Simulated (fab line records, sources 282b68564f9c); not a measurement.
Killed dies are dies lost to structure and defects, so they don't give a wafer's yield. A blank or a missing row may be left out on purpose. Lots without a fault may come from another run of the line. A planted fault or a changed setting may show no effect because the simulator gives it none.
Which tool did it? | flow rit_cmos | 14 lots, 42 wafers sampled, at 2 steps of a route of 202

WHAT THE GAUGES READ, wafer by wafer
The record holds no reading of a measuring or inspecting step that can be judged against a usual standard deviation.

WHICH TOOL RAN EACH LOT (tool, then ch and the chambers of the sampled wafers, then the start)
lot  | RIT_GATE_CLEAN_01              | RIT_M1_PROBE_99
L208 | wet_bench-03 ch 1, day 2 13:22 | prober-02, day 3 14:35
L209 | wet_bench-02 ch 1, day 2 18:25 | prober-01, day 3 20:31
L212 | wet_bench-02 ch 2, day 3 09:47 | prober-02, day 4 11:26
L213 | wet_bench-03 ch 2, day 3 13:50 | prober-01, day 4 14:17
L214 | wet_bench-02 ch 2, day 3 19:11 | prober-02, day 4 20:50
L216 | wet_bench-04 ch 0, day 4 04:56 | prober-02, day 5 08:14
L217 | wet_bench-03 ch 3, day 4 08:57 | prober-01, day 5 12:11
L218 | wet_bench-04 ch 3, day 4 14:14 | prober-02, day 5 17:45
L219 | wet_bench-03 ch 3, day 4 19:26 | prober-01, day 5 22:53
L223 | wet_bench-03 ch 2, day 5 17:29 | prober-01, day 6 19:22
L224 | wet_bench-03 ch 2, day 5 21:05 | prober-02, day 6 21:44
L227 | wet_bench-02 ch 0, day 6 13:46 | prober-02, day 7 17:35
L229 | wet_bench-02 ch 2, day 6 21:12 | prober-02, day 8 00:56
L230 | wet_bench-03 ch 1, day 7 02:25 | prober-01, day 8 06:04
- RIT_GATE_CLEAN_01: cleans in SC1, time 600 s.
- RIT_M1_PROBE_99

WHAT THE TOOLS THEMSELVES READ (means of the sampled wafers that have a number; where no wafer has one, the mark that the record gives instead)
RIT_GATE_CLEAN_01.
lot  | tool         | bath_guard_temp_C (C) | bath_heat_duty_pct (%)
L208 | wet_bench-03 | 75.6                  | 14.2
L209 | wet_bench-02 | 75.2                  | 15.8
L212 | wet_bench-02 | 74.6                  | 15.5
L213 | wet_bench-03 | 76.0                  | 13.9
L214 | wet_bench-02 | 74.7                  | 17.1
L216 | wet_bench-04 | 74.4                  | 18.8
L217 | wet_bench-03 | 75.4                  | 17.0
L218 | wet_bench-04 | 75.1                  | 15.4
L219 | wet_bench-03 | 75.2                  | 17.3
L223 | wet_bench-03 | -                     | -
L224 | wet_bench-03 | -                     | -
L227 | wet_bench-02 | 75.7                  | 14.7
L229 | wet_bench-02 | 74.7                  | 15.1
L230 | wet_bench-03 | 75.8                  | 14.7

RIT_M1_PROBE_99.
lot  | tool      | killed_at_front_end | killed_dies | killed_open | killed_short
L208 | prober-02 | 6                   | 6           | 3.0         | 2.7
L209 | prober-01 | 9                   | 9           | 5.3         | 4.0
L212 | prober-02 | 6                   | 6           | 2.3         | 3.3
L213 | prober-01 | 6                   | 6           | 2.3         | 4.0
L214 | prober-02 | 7                   | 7           | 3.0         | 3.7
L216 | prober-02 | 6                   | 6           | 3.3         | 3.0
L217 | prober-01 | 7                   | 7           | 4.0         | 3.0
L218 | prober-02 | 7                   | 7           | 2.0         | 5.0
L219 | prober-01 | 7                   | 7           | 4.0         | 3.0
L223 | prober-01 | 4                   | 4           | 3.0         | 1.3
L224 | prober-02 | 6                   | 6           | 3.3         | 3.0
L227 | prober-02 | 10                  | 10          | 4.7         | 5.0
L229 | prober-02 | 6                   | 6           | 3.3         | 3.0
L230 | prober-01 | 9                   | 9           | 5.0         | 3.7

THE ANSWER, worked out from the rows above alone
Rule: what is usual is taken from the lots themselves. Put in order of their means at a reading, lots are off if they are a third of the lots or fewer, leave a main group of 4 or more, and stand apart from it by a gap of 3 or more times the standard deviation of the main group's means; of several such gaps the widest counts. A main group whose means are all the same, to the digits that the tables above print for the reading, isn't used. A lot without any number at a reading at which 4 lots or more have one is off too. The other lots that the step has rows for count as sound. The gauges are gone through in route order, then the tools' own readings, and for those a lot's mean is taken as printed above. The first step at which some lot is off is used, and at that step the reading that is off furthest; a lot without a number counts as furthest.
Off: L223, L224, at RIT_GATE_CLEAN_01 (bath_guard_temp_C). Without a number there: L223, L224. The main group: mean 75.2 C, standard deviation 0.5.
A tool fits if, at that step or a process step before it, it ran every lot that is off, and no sound lot after the first of them. None of those tried fits.

WHAT THE SIMULATOR HAD PUT IN
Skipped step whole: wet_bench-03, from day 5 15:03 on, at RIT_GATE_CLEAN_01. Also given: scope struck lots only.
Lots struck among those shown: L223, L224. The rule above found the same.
